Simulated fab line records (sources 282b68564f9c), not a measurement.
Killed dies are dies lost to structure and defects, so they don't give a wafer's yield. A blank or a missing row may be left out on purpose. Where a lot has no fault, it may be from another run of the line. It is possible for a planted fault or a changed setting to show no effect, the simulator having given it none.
Lot-split experiment -- flow rit_cmos -- 23 wafers read from 5 lots, route of 202 steps

## ON THE SPLIT
At RIT_SILICIDE_SPUTTER_01 (material Ti, target thk 30 nm, time 240 s), the setting power_w was moved away from the recipe's 350 W on 6 of the 23 wafers read, by -10.1% to +5.4%. This setting was run at the recipe's value on the other wafers.

## SPLIT TO READING: what lies between them in the file, 1 step
- RIT_SILICIDE_RS_MEAS_02: measures by four-point-probe

## THE READING
SILICIDE_TI_THK, in nm, at RIT_SILICIDE_THK_MEAS_03 (measures by xrf). Typical for fault-free wafers on this fab line: 30.06 nm, with standard deviation 0.26 nm.

wafer,"tool, chamber at the split","power_w as run, W",against the recipe,"SILICIDE_TI_THK, nm",against lot-mates on the recipe
L076.1,"pvd_sputter-04, -",350,recipe,30.01,-
L076.2,"pvd_sputter-04, -",350,recipe,29.95,-
L076.4,"pvd_sputter-04, -",368.9,+5.4%,31.70,+1.72
L076.5,"pvd_sputter-04, -",368.9,+5.4%,31.65,+1.67
L076.6,"pvd_sputter-04, -",368.9,+5.4%,31.29,+1.31
L077.2,"pvd_sputter-03, -",350,recipe,29.92,-
L077.3,"pvd_sputter-03, -",350,recipe,30.11,-
L077.4,"pvd_sputter-03, -",350,recipe,30.27,-
L077.5,"pvd_sputter-03, -",350,recipe,29.85,-
L077.6,"pvd_sputter-03, -",350,recipe,30.40,-
L081.3,"pvd_sputter-03, -",350,recipe,30.29,-
L081.4,"pvd_sputter-03, -",350,recipe,30.12,-
L081.5,"pvd_sputter-03, -",350,recipe,30.52,-
L082.1,"pvd_sputter-04, -",314.8,-10.1%,26.92,-3.02
L082.2,"pvd_sputter-04, -",350,recipe,29.80,-
L082.3,"pvd_sputter-04, -",314.8,-10.1%,26.64,-3.30
L082.5,"pvd_sputter-04, -",350,recipe,30.08,-
L082.6,"pvd_sputter-04, -",314.8,-10.1%,27.06,-2.88
L083.1,"pvd_sputter-03, -",350,recipe,30.40,-
L083.2,"pvd_sputter-03, -",350,recipe,29.95,-
L083.3,"pvd_sputter-03, -",350,recipe,30.23,-
L083.5,"pvd_sputter-03, -",350,recipe,30.44,-
L083.6,"pvd_sputter-03, -",350,recipe,30.27,-

THE FIT
A straight line over all 23 wafers: SILICIDE_TI_THK changes by +0.309 nm for each +1% of power_w; r = +0.98; the points scatter about the line by 0.24 nm.
The same after taking each lot's own level away (the mean of its wafers on the recipe; 23 wafers): +0.301 nm for each +1%; r = +0.99; scatter 0.18 nm.
The reading moves by 3 nm for the largest change in power_w, on that fit.
The lots' own levels span 29.940 to 30.310 nm, that is 1.4 times the standard deviation above.
So the lot-to-lot level changes the slope little: the two slopes agree.
Check: -3.05 nm against its lot-mates is what the line predicts for one of the wafers moved furthest among these (-10.1%) when that wafer is left out of the fit. Against them it came out at -3.02 nm.

## OTHER SPLITS ON THESE WAFERS
Before the reading, these wafers also passed through other splits. Each is held against what the fit with the lots' levels taken away leaves over:
other split on the same wafers,wafers away from the commonest value,r with SILICIDE_TI_THK (lot level and that fit taken away)
RIT_PRETRO_COAT_01 spin_rpm,8,-0.17
RIT_GATE_CVD_08 temp_c,18,+0.06
RIT_GATE_COAT_11 spin_rpm,8,+0.21
RIT_GATE_DEVELOP_15 dev_temp_c,8,+0.10
RIT_NLDD_COAT_01 spin_rpm,7,-0.12
RIT_PLDD_IMPLANT_08 dose_cm2,10,-0.12
RIT_SDANNEAL_RTA_03 time_s,6,+0.23

## THE WHOLE CHAIN: every reading that the file lists as answering this split, in the file's order
step,what it does,reading,change (the file's fit),r (the file's)
RIT_SILICIDE_SPUTTER_01,"material Ti, target thk 30 nm, time 240 s","Ti_of_SILICIDE_SPUTTER_01.thk_nm (the simulator's own value, which no gauge read)",+0.306 nm for each +1% of the setting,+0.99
RIT_SILICIDE_RS_MEAS_02,measures by four-point-probe,SILICIDE_TI_RS,-0.671 for each +1% of the setting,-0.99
RIT_SILICIDE_THK_MEAS_03,measures by xrf,SILICIDE_TI_THK,+0.302 for each +1% of the setting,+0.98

## THE FILE'S OWN FIT
SILICIDE_TI_THK changes by +0.302 nm for each +1% of power_w, r = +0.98.
